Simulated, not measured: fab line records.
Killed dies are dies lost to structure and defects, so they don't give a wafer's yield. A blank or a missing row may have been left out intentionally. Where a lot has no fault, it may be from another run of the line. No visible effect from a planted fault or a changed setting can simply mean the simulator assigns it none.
fab line records	flow ritCmos
[record] lots = 14	wafers = 42	lastDay = 7
route steps=202 shown GATE@91 M1@202
lots with no fault: from the same line, run without faults
startH: hours from the record's opening day to when the first of the lot's shown wafers began	waitH: how many hours have passed since the lot's step before this one	" the same as in the row above	L1.1+2: a row that stands for several wafers	- no value, or no start was given	* or withheld: withheld	< > ~ a bound
route shown NAME@n: NAME is a module with steps in the file, n the number in the route of the first one	usual: average and standard deviation across the fault-free wafers	same: alike in all rows	chamber/n: place in a boat	sites: the reading at each site	_std_site: their standard deviation	_edge_site: mean of outer sites minus mean of inner sites	radiusMm: how far each site lies from the wafer's centre	mask NAME#n: copy n	behind: the most recent tool/chamber to have shaped the wafer	hold: why the lot was held/for how many hours/how that ended	device: whichever transistor did not switch (one of n, p or np)	end of line: at the end of the route, the tests of the same wafers	a step given without rows: its recipe and nothing more	killed: at the first sort, the dies lost to defects and structure; wafer yield is something else	map: per-die view of a wafer (x killed, . not killed, _ where there is no die)
set.NAME: the setting that was run; set.NAME@STEP: the one run at that earlier step	model.NAME: the simulator's own value behind a step, which no gauge read
one table for each step of the route and one row for each wafer, over a sample of lots
[[steps]]
[step RIT_GATE_DEVELOP_15]
[recipe] resist = NOVOLAK	developTimeS = 50	devTempC = 23
[usual] chillPlateTempC = 22.99/0.12
lot.wafer	tool	chamber	startH	waitH	chillPlateTempC
L170.2	lithoTrack-04	0	45	-	22.99
L170.5	"	0	"	"	23.10
L170.6	"	0	"	"	22.98
L171.1	lithoTrack-02	0	48	-	23.21
L171.4	"	0	"	"	23.17
L171.5	"	0	"	"	23.04
L173.1	lithoTrack-04	0	63	-	22.91
L173.4	"	0	"	"	23.21
L173.6	"	0	64	-	22.96
L174.1	lithoTrack-02	0	68	-	23.00
L174.4	"	0	"	"	23.08
L174.5	"	0	"	"	23.06
L177.3	lithoTrack-02	0	82	-	23.00
L177.4	"	0	"	"	22.79
L177.6	"	0	"	"	23.14
L181.1	lithoTrack-02	0	100	-	23.12
L181.4	"	0	101	-	23.08
L181.5	"	0	"	"	22.99
L183.3	lithoTrack-03	0	107	-	23.00
L183.5	"	0	"	"	22.96
L183.6	"	0	"	"	23.04
L184.3	lithoTrack-02	0	116	-	22.71
L184.4	"	0	"	"	22.86
L184.6	"	0	"	"	22.86
L185.2	lithoTrack-03	0	120	-	22.83
L185.3	"	0	"	"	22.96
L185.5	"	0	"	"	22.89
L188.3	lithoTrack-04	0	134	-	22.92
L188.5	"	0	135	-	22.97
L188.6	"	0	"	"	22.91
L189.1	lithoTrack-03	0	141	-	22.96
L189.3	"	0	"	"	23.02
L189.5	"	0	"	"	23.01
L190.1	lithoTrack-02	0	146	-	23.10
L190.4	"	0	"	"	23.08
L190.5	"	0	"	"	23.24
L191.1	lithoTrack-03	0	154	-	22.89
L191.3	"	0	"	"	22.85
L191.5	"	0	"	"	22.93
L192.1	lithoTrack-04	0	156	-	22.78
L192.4	"	0	"	"	22.84
L192.5	"	0	"	"	22.83
[step RIT_M1_PROBE_99]
[usual] killedAtContacts = 0.0/0.22	killedAtFrontEnd = 7/3	killedDies = 7/3.1	killedOnRim = 1.8/1.4	killedOpen = 3.4/2.1	killedShort = 3.4/2
[same] grossDies = 264	killed_at_M0_to_M3 = 0	killed_at_M4_up = 0	killedAtBackSide = 0	killedAtOther = 0
lot.wafer	tool	chamber	startH	waitH	killedAtContacts	killedAtFrontEnd	killedDies	killedOnRim	killedOpen	killedShort
L189.1	prober-01	-	162.99	0.1	0	262	262	69	3	1
L189.3	prober-01	-	163.09	0.2	0	263	263	69	3	3
L189.5	prober-01	-	163.19	0.2	0	259	259	66	3	8
L190.1	prober-02	-	168.42	0.1	0	10	10	2	6	4
L190.4	prober-02	-	168.57	0.2	0	11	11	4	5	6
L190.5	prober-02	-	168.62	0.2	0	14	14	2	6	8
L191.1	prober-01	-	175.37	0.1	0	260	260	68	1	2
L191.3	prober-01	-	175.47	0.2	0	264	264	70	0	2
L191.5	prober-01	-	175.57	0.2	0	262	262	68	1	7
// killed by level:class
L189.1 GATE:areaDevelop=258 GATE:geometricParticle:open=2 FOX1:geometricParticle:open=1 FOX2:geometricParticle:short=1
L189.3 GATE:areaDevelop=257 GATE:geometricParticle:short=2 GATE:geometricParticle:open=2 REOX:geometricParticle:open=1 SPACER:geometricParticle:short=1
L189.5 GATE:areaDevelop=248 GATE:geometricParticle:short=4 GATE:geometricParticle:open=2 SPACER:geometricParticle:short=2 FOX1:geometricParticle:short=1 REOX:geometricParticle:short=1 SPACER:geometricParticle:open=1
L190.1 GATE:geometricParticle:open=3 FOX1:geometricParticle:short=2 GATE:geometricParticle:short=2 SILICIDE:geometricParticle:open=2 SPACER:geometricParticle:open=1
L190.4 GATE:geometricParticle:open=4 REOX:geometricParticle:short=2 FOX1:geometricParticle:short=1 FOX2:geometricParticle:short=1 GATE:geometricParticle:short=1 SPACER:geometricParticle:open=1 SILICIDE:geometricParticle:short=1
L190.5 GATE:geometricParticle:open=3 GATE:geometricParticle:short=3 REOX:geometricParticle:open=3 SPACER:geometricParticle:short=2 FOX1:geometricParticle:short=1 REOX:geometricParticle:short=1 SILICIDE:geometricParticle:short=1
L191.1 GATE:areaDevelop=257 FOX1:geometricParticle:short=1 FOX1:geometricParticle:open=1 GATE:geometricParticle:short=1
L191.3 GATE:areaDevelop=262 FOX1:geometricParticle:short=1 GATE:geometricParticle:short=1
L191.5 GATE:areaDevelop=254 GATE:geometricParticle:short=3 FOX1:geometricParticle:short=2 SPACER:geometricParticle:short=2 FOX1:geometricParticle:open=1
[[key]]
[firstSign] step = RIT_M1_PROBE_99	reading = killedAtFrontEnd	direction = up	sigmas = 84	usual = 7	struck = 262
[effect] step = RIT_M1_PROBE_99	reading = killedDies	direction = up	sigmas = 83	usual = 7	struck = 262
[moreKillsBornAt] RIT_GATE_DEVELOP_15@lithoTrack-03 = 1536
metAt RIT_GATE_DEVELOP_15
struckLots L189,L191
laterRowsLeftOut L189.1,L189.3,L189.5,L191.1,L191.3,L191.5
testerLeftOut L189,L191
[loopTrim] step = RIT_GATE_EXPOSE_13	setting = dose	lots = L191
onsetBetween 120 141
[fault] kind = processParameterDrift	tool = lithoTrack-03	chamber = -	onsetH = 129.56	steps = RIT_GATE_DEVELOP_15	channel = developTimeS	offset = *	shape = step	endH = 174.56	actsIn = *	stated = *
// testerLeftOut: of these lots the tester's yield and bins aren't shown, on N5 and GAA mostly nor the transistor test; their killed dies are dies lost to structure and defects alone, not to doping, threshold or leakage, so they don't give the yield
// laterRowsLeftOut: the simulator's readings of these wafers behind a module that went badly wrong aren't trusted and aren't shown, but for the sort
// loopTrim: a control loop set the setting to another value than it would have without faults
